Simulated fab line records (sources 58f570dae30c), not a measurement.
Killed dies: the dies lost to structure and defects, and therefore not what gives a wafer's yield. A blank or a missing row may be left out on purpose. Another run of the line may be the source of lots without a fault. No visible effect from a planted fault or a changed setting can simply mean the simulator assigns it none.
Struck lot and sound lot, side by side || flow berkeley cmos170 || 15 out of 331 route steps
Sound: these wafers, L252.1, L252.2, L252.4. Struck: wafers L263.1, L263.4, L263.6. Last of all comes the cause.
For every step that has rows: the tool of each side, followed by ch and its chambers, followed by its first start. Under that, the readings that differ: sound wafers || struck wafers || difference of the means || sigmas: that difference in standard deviations of wafers without a fault.
alike: readings whose means differ by less than 2 such deviations, and words and numbers that are the same on both sides. not compared: withheld readings, readings that some wafer has no value for, bounds like >300 that may hide the same value, and numbers for which the record gives no deviation and whose values overlap.
A row with sigmas, a row that says differs or no value, or rows on one side alone: a step with any of these is where the two part. Non-overlapping numbers with no deviation appear without sigmas and do not part them. Lack of a reading on every wafer of one side parts them only where that side has two or more wafers.

first, 3 steps without rows for these wafers: UCB170_M1_EXPOSE_06 (exposes mask METAL1, target cd 700 nm); UCB170_M1_PEB_07; UCB170_M1_DEVELOP_08 (develop time 45 s).
UCB170_M1_CD_MEAS_09: the cd target is 700 nm.
  sound on cd sem-01, day 10 12:40; struck on cd sem-02, day 13 12:04
  alike: cd nm
UCB170_M1_OVL_MEAS_10:
  sound on overlay-01, day 10 12:47; struck on overlay-01, day 13 12:11
{"reading": "M1_OVL (nm)", "sound": "6 -5 0", "struck": "-10 -12 -14", "difference": -12, "sigmas": -2}
UCB170_M1_ETCH_11: etches BARC in N2/H2.
  sound on rie diel-01 ch 0,1,2, day 10 12:50; struck on rie diel-03 ch 1,3, day 13 12:13
  alike: chamber pressure mTorr, drypump motor current A, oes product au, throttle valve pct
UCB170_M1_METAL_ETCH_12: etches Al in Cl2/BCl3, stops on PSG, target depth 780 nm, time 130 s.
  sound on rie metal-01 ch 0,1, day 10 12:52; struck on rie metal-02 ch 0,1, day 13 12:16
  alike: chamber pressure mTorr, drypump motor current A, oes product au, throttle valve pct
  not compared: rf hours counter h
UCB170_M1_STRIP_13: strips in O2.
  sound on plasma asher-04 ch 0,1, day 10 13:00; struck on plasma asher-01 ch 0,1, day 13 12:23
  alike: chamber pressure mTorr, drypump motor current A, oes product au
  not compared: rf hours counter h
UCB170_M1_CD_MEAS_90: the cd target is 700 nm.
  sound on cd sem-01, day 10 13:06; struck on cd sem-01, day 13 12:29
  alike: cd nm
then, 1 step without rows for these wafers: UCB170_M1_ANNEAL_14 (time 1200 s).
UCB170_V1_CVD_00: deposits SiO2 from TEOS/O2, target thk 2000 nm, time 250 s.
  sound on pecvd-03 ch 0,2, day 10 15:37; struck on pecvd-01 ch 1,2, day 13 13:56
  alike: heater power w
UCB170_V1_THK_MEAS_01:
  sound on film metro-01, day 10 15:47; struck on film metro-03, day 13 14:06
  alike: V1_TEOS_THK
UCB170_V1_CMP_02: polishes SiO2.
  sound on cmp-02 ch 0,1,3, day 10 16:11; struck on cmp-01 ch 0,1,2, day 13 14:16
  no value came back on the struck wafers for edge zone pressure frac, head pressure psi (psi), motor current A (A); on the sound wafers edge zone pressure frac reads 0.993 1.002 0.996
{"reading": "model.SiO2_of_V1_CVD_00.thk nm (nm)", "sound": "999.7 1001 999.4", "struck": "1957 1978 2019", "difference": "+985", "sigmas": ""}
UCB170_V1_BOW_MEAS_03:
  sound on film metro-01, day 10 16:28; struck on film metro-02, day 13 14:49
{"reading": "V1_BOW (um)", "sound": "24 19 25", "struck": "- - -", "difference": "no value on the struck wafers", "sigmas": ""}
  not compared: hold
UCB170_M3_PROBE_99:
  sound wafers here have rows in the record (prober-01, day 11 05:40); struck ones have none

== WHERE THEY PART ==
Last at UCB170_M3_PROBE_99 as far as this record goes, first at UCB170_M1_OVL_MEAS_10.

WHY: what the simulator had put in
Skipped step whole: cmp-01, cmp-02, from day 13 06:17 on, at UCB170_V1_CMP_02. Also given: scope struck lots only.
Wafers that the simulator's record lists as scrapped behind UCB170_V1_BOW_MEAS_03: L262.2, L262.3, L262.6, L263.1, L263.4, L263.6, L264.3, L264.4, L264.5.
